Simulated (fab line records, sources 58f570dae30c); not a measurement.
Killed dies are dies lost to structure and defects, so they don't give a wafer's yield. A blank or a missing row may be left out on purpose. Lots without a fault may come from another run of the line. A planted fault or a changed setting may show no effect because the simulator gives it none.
A struck lot beside a sound one | flow berkeley_cmos170 | 14 steps out of a route of 331
Sound: wafers L252.2, L252.3, L252.4. Struck: wafers L244.1, L244.5, L244.6. The cause comes at the end.
At each step with rows: each side's tool, then ch and its chambers, then its first start. Under that, the readings that differ: sound wafers | struck wafers | difference of the means | sigmas: that difference in standard deviations of wafers without a fault.
alike: readings whose means differ by less than 2 such deviations, and words and numbers that are the same on both sides. not compared: withheld readings, readings that some wafer has no value for, bounds like >300 that may hide the same value, and numbers for which the record gives no deviation and whose values overlap.
The two part at a step that has a row with sigmas, a row that says differs or no value, or rows on one side only. Numbers that don't overlap but have no deviation are shown without sigmas and don't part them. A reading that every wafer of one side lacks parts them only if that side has two wafers or more.

UCB170_PLDD_CD_MEAS_06: target cd 1200 nm.
  sound on cd_sem-01, day 9 14:46; struck on cd_sem-02, day 7 23:09
  alike: cd_nm
UCB170_PLDD_OVL_MEAS_07:
  sound on overlay-01, day 9 14:52; struck on overlay-02, day 7 23:16
  alike: PLDD_OVL
then, 2 steps without rows for these wafers: UCB170_PLDD_IMPLANT_08; UCB170_PLDD_IMPLANT_09.
UCB170_PLDD_STRIP_10: strips in O2.
  sound on plasma_asher-03 ch 0,1, day 9 15:12; struck on plasma_asher-02 ch 0,1, day 7 23:37
  alike: drypump_motor_current_A, oes_product_au, strip_time_to_endpoint_s
  not compared: rf_hours_counter_h
UCB170_PLDD_TW_MEAS_11:
  sound on film_metro-01, day 9 15:19; struck on film_metro-02, day 7 23:43
  alike: PLDD_TW
then, 6 steps without rows for these wafers: UCB170_PLDD_CLEAN_12 (cleans in SPM, time 600 s); UCB170_NLDD_HMDS_00 (prime time 60 s); UCB170_NLDD_COAT_01 (resist thk 900 nm); UCB170_NLDD_SOFTBAKE_02 (time 60 s); UCB170_NLDD_EXPOSE_03 (exposes mask NSELECT, target cd 1200 nm); UCB170_NLDD_PEB_04.
UCB170_NLDD_DEVELOP_05: develop time 45 s.
  sound on litho_track-02 ch 0, day 9 16:00; struck on litho_track-03, day 8 00:00
  no value came back on the struck wafers for chill_plate_temp_C (C), develop_time_s (s); on the sound wafers chill_plate_temp_C (C) reads 22.95 23.00 22.94
  reading                               | sound             | struck            | difference | sigmas
  model.KrF_of_NLDD_COAT_01.thk_nm (nm) | 881.9 882.8 880.6 | 902.8 901.7 901.5 | +20.2      |
UCB170_NLDD_CD_MEAS_06: target cd 1200 nm.
  sound on cd_sem-02, day 9 16:41; struck on cd_sem-02, day 8 01:07
  reading    | sound                | struck | difference                    | sigmas
  cd_nm (nm) | 1200.5 1200.0 1201.2 | - - -  | no value on the struck wafers |

WHERE THEY PART
First at UCB170_NLDD_DEVELOP_05; last, within this record, at UCB170_NLDD_CD_MEAS_06.

WHY: what the simulator had put in
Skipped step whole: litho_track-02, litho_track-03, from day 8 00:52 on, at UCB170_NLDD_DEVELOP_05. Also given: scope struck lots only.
